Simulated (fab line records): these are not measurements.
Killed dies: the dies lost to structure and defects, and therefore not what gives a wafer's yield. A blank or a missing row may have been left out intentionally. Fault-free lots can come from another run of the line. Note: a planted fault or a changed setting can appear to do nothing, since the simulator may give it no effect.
Which of the tools did it? / flow ritCmos / 13 lots, 39 wafers sampled, at 2 steps of a route of 202

## WHAT EACH GAUGE READ, for each wafer
RIT_SDANNEAL_RS_MEAS_04: uses a four-point probe to measure. Usual: for PSD_RS the level is 114.98 ohm/sq and the standard deviation is 0.29.
lot=L296; measured=day 3 03:44; on=filmMetro-01; PSD_RS (ohm/sq)=114.91 114.90 115.10; flag=
lot=L297; measured=day 3 10:52; on=filmMetro-01; PSD_RS (ohm/sq)=114.98 114.87 114.53; flag=
lot=L303; measured=day 4 16:58; on=filmMetro-03; PSD_RS (ohm/sq)=114.35 114.68 114.79; flag=
lot=L305; measured=day 5 01:55; on=filmMetro-02; PSD_RS (ohm/sq)=114.97 115.29 114.96; flag=
lot=L306; measured=day 5 08:58; on=filmMetro-01; PSD_RS (ohm/sq)=114.97 115.25 114.98; flag=
lot=L307; measured=day 5 14:49; on=filmMetro-01; PSD_RS (ohm/sq)=114.76 115.16 114.90; flag=
lot=L308; measured=day 5 20:15; on=filmMetro-01; PSD_RS (ohm/sq)=115.74 115.39 115.29; flag=
lot=L310; measured=day 6 05:23; on=filmMetro-01; PSD_RS (ohm/sq)=115.03 115.40 115.34; flag=
lot=L312; measured=day 6 12:37; on=filmMetro-01; PSD_RS (ohm/sq)=115.44 115.56 115.42; flag=
lot=L314; measured=day 7 01:22; on=filmMetro-01; PSD_RS (ohm/sq)=115.29 114.92 114.99; flag=
lot=L316; measured=day 7 08:10; on=filmMetro-02; PSD_RS (ohm/sq)=115.30 115.45 115.16; flag=
lot=L318; measured=day 7 20:35; on=filmMetro-02; PSD_RS (ohm/sq)=114.86 115.07 114.66; flag=
lot=L319; measured=day 7 22:16; on=filmMetro-03; PSD_RS (ohm/sq)=114.69 114.89 114.96; flag=

## TOOL THAT RAN EACH LOT (tool first, then ch and the chambers of the sampled wafers, then the start)
lot=L296; RIT_SDANNEAL_RTA_03=rtpAnneal-01 ch 0, day 3 03:40
lot=L297; RIT_SDANNEAL_RTA_03=rtpAnneal-02 ch 0, day 3 10:47
lot=L303; RIT_SDANNEAL_RTA_03=rtpAnneal-02 ch 0, day 4 16:53
lot=L305; RIT_SDANNEAL_RTA_03=rtpAnneal-02 ch 0, day 5 01:51
lot=L306; RIT_SDANNEAL_RTA_03=rtpAnneal-01 ch 0, day 5 08:53
lot=L307; RIT_SDANNEAL_RTA_03=rtpAnneal-02 ch 0, day 5 14:44
lot=L308; RIT_SDANNEAL_RTA_03=rtpAnneal-01 ch 0, day 5 20:11
lot=L310; RIT_SDANNEAL_RTA_03=rtpAnneal-01 ch 0, day 6 05:19
lot=L312; RIT_SDANNEAL_RTA_03=rtpAnneal-01 ch 0, day 6 12:32
lot=L314; RIT_SDANNEAL_RTA_03=rtpAnneal-01 ch 0, day 7 01:18
lot=L316; RIT_SDANNEAL_RTA_03=rtpAnneal-01 ch 0, day 7 08:05
lot=L318; RIT_SDANNEAL_RTA_03=rtpAnneal-01 ch 0, day 7 20:31
lot=L319; RIT_SDANNEAL_RTA_03=rtpAnneal-02 ch 0, day 7 22:10
- RIT_SDANNEAL_RTA_03: time 5 s.

## WHAT THE TOOLS THEMSELVES READ (means of the sampled wafers that have a number; where no wafer has one, the mark that the record gives instead)
RIT_SDANNEAL_RTA_03. Usual: chamberO2Ppm 2.002, standard deviation 0.023; wafer_temp_C_max 1053.6, standard deviation 1.1.
lot=L296 tool=rtpAnneal-01 chamberO2Ppm=1.977 wafer_temp_C_max=1052.6 flag=
lot=L297 tool=rtpAnneal-02 chamberO2Ppm=2.012 wafer_temp_C_max=1053.2 flag=
lot=L303 tool=rtpAnneal-02 chamberO2Ppm=1.975 wafer_temp_C_max=1052.5 flag=
lot=L305 tool=rtpAnneal-02 chamberO2Ppm=1.974 wafer_temp_C_max=1054.3 flag=
lot=L306 tool=rtpAnneal-01 chamberO2Ppm=2.012 wafer_temp_C_max=1052.2 flag=
lot=L307 tool=rtpAnneal-02 chamberO2Ppm=2.002 wafer_temp_C_max=1054.2 flag=
lot=L308 tool=rtpAnneal-01 chamberO2Ppm=2.018 wafer_temp_C_max=1053.6 flag=
lot=L310 tool=rtpAnneal-01 chamberO2Ppm=1.999 wafer_temp_C_max=1054.0 flag=
lot=L312 tool=rtpAnneal-01 chamberO2Ppm=1.983 wafer_temp_C_max=1054.5 flag=
lot=L314 tool=rtpAnneal-01 chamberO2Ppm=1.999 wafer_temp_C_max=1053.9 flag=
lot=L316 tool=rtpAnneal-01 chamberO2Ppm=1.992 wafer_temp_C_max=1054.2 flag=
lot=L318 tool=rtpAnneal-01 chamberO2Ppm=2.025 wafer_temp_C_max=1054.0 flag=
lot=L319 tool=rtpAnneal-02 chamberO2Ppm=1.964 wafer_temp_C_max=1053.0 flag=

## THE ANSWER, worked out from the rows above alone
Rule: lot off if the mean of its wafers having a number is beyond 3 standard deviations from the usual mean. A lot without any number at a reading at which 4 lots or more have one is off too. Any other lot the step has rows for is counted as sound. After the gauges, taken in route order, come the tools' own readings; for these a lot's mean is taken, as printed above. At the first step where some lot is off, the reading lying furthest off is the one used; lots without a number count as furthest.
Across all readings shown, no lot is off: no conclusion can be drawn from this.

## WHAT HAD BEEN PUT IN BY THE SIMULATOR
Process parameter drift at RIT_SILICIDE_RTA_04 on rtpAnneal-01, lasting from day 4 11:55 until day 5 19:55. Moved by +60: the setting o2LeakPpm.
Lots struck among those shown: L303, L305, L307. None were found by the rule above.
